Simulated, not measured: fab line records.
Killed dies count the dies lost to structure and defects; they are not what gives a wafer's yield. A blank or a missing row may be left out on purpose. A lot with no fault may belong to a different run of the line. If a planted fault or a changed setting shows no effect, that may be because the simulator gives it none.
Struck lot and sound lot, side by side	flow ritCmos	14 out of 202 route steps
Sound: the wafers L502.2, L502.3, L502.5. Wafers struck: L503.2, L503.3, L503.6. The cause comes at the end.
Each step with rows lists, per side, the tool, then ch with its chambers, then its first start. Under that, the readings that differ: sound wafers	struck wafers	difference of the means	sigmas: that difference in standard deviations of wafers without a fault.
alike: readings with means less than 2 such deviations apart, plus words and numbers identical on both sides. not compared: withheld readings, readings lacking a value on some wafer, bounds such as >300 that could conceal the same value, and numbers that have no deviation in the record and whose values overlap.
A row with sigmas, a row that says differs or no value, or rows on one side alone: a step with any of these is where the two part. Numbers that have no deviation but don't overlap get no sigmas and don't part them. A reading missing from all wafers of one side parts the sides only when that side holds two or more wafers.

first, 2 steps without rows for these wafers: RIT_PLDD_PEB_04; RIT_PLDD_DEVELOP_05 (develop time 50 s).
RIT_PLDD_OVL_MEAS_06:
  sound on overlay-02 at day 5 17:40; struck on overlay-02 at day 5 19:41
  alike: PLDD_OVL
then, 2 steps without rows for these wafers: RIT_PLDD_HARDBAKE_07 (time 60 s); RIT_PLDD_IMPLANT_08.
RIT_PLDD_STRIP_09: strips in O2, time 180 s.
  sound on plasmaAsher-04 ch 0,1, day 5 18:08; struck on plasmaAsher-03 ch 0,1, day 5 20:01
  alike: drypumpMotorCurrentA
  not compared: rfHoursCounterH
RIT_PLDD_TW_MEAS_10:
  sound on filmMetro-01 at day 5 18:19; struck on filmMetro-01 at day 5 20:11
  alike: PLDD_TW
then, 4 steps without rows for these wafers: RIT_SPACER_CLEAN_00 (cleans in SC1, time 600 s); RIT_SPACER_CLEAN_01 (cleans in dHF, time 30 s); RIT_SPACER_CLEAN_02 (cleans in SC2, time 600 s); RIT_SPACER_CVD_03 (deposits Si3N4 from SiH2Cl2/NH3, target thk 250 nm, time 3300 s).
RIT_SPACER_THK_MEAS_04:
  sound on filmMetro-01 at day 5 20:40; struck on filmMetro-04 at day 5 22:32
  alike: SPACER_NITRIDE_THK
RIT_SPACER_ETCHBACK_05: etches Si3N4 in SF6/CHF3, stops on SiO2, target depth 250 nm, time 240 s.
  sound on rieDiel-01 ch 0,2,3, day 5 20:43; struck on rieDiel-02 ch 1,3, day 5 22:35
reading	sound	struck	difference	sigmas
oesProductAu (a.u.)	0.832 0.825 0.836	0.730 0.736 0.731	-0.099	-7
model.etch.depthNm (nm)	248.5 249.5 247.6	198.1 200.4 200	-49.0	
model.poly-Si_of_GATE_CVD_08.thkNm (nm)	166.6 165.9 168.6	194.7 194.1 190.9	+26.2	
model.Si3N4_of_SPACER_CVD_03.thkNm (nm)	194.6 195.1 194.7	216 214 215.2	+20	
  alike: drypumpMotorCurrentA, throttleValvePct
  not compared: rfHoursCounterH
RIT_M1_PROBE_99:
  sound on prober-02 at day 6 07:41; struck on prober-01 at day 6 09:26
reading	sound	struck	difference	sigmas
killedAtFrontEnd	9 7 6	263 264 264	+256	+83
killedDies	9 7 6	264 264 264	+257	+83
killedOnRim	1 2 1	70 70 70	+69	+49
  alike: killedAtContacts, killedOpen, killedShort

== WHERE THEY PART ==
At RIT_SPACER_ETCHBACK_05 first; at RIT_M1_PROBE_99 last (within this record only).

WHY: what the simulator had put in
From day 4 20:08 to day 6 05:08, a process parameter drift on rieDiel-02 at RIT_SPACER_ETCHBACK_05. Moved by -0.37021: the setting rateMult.
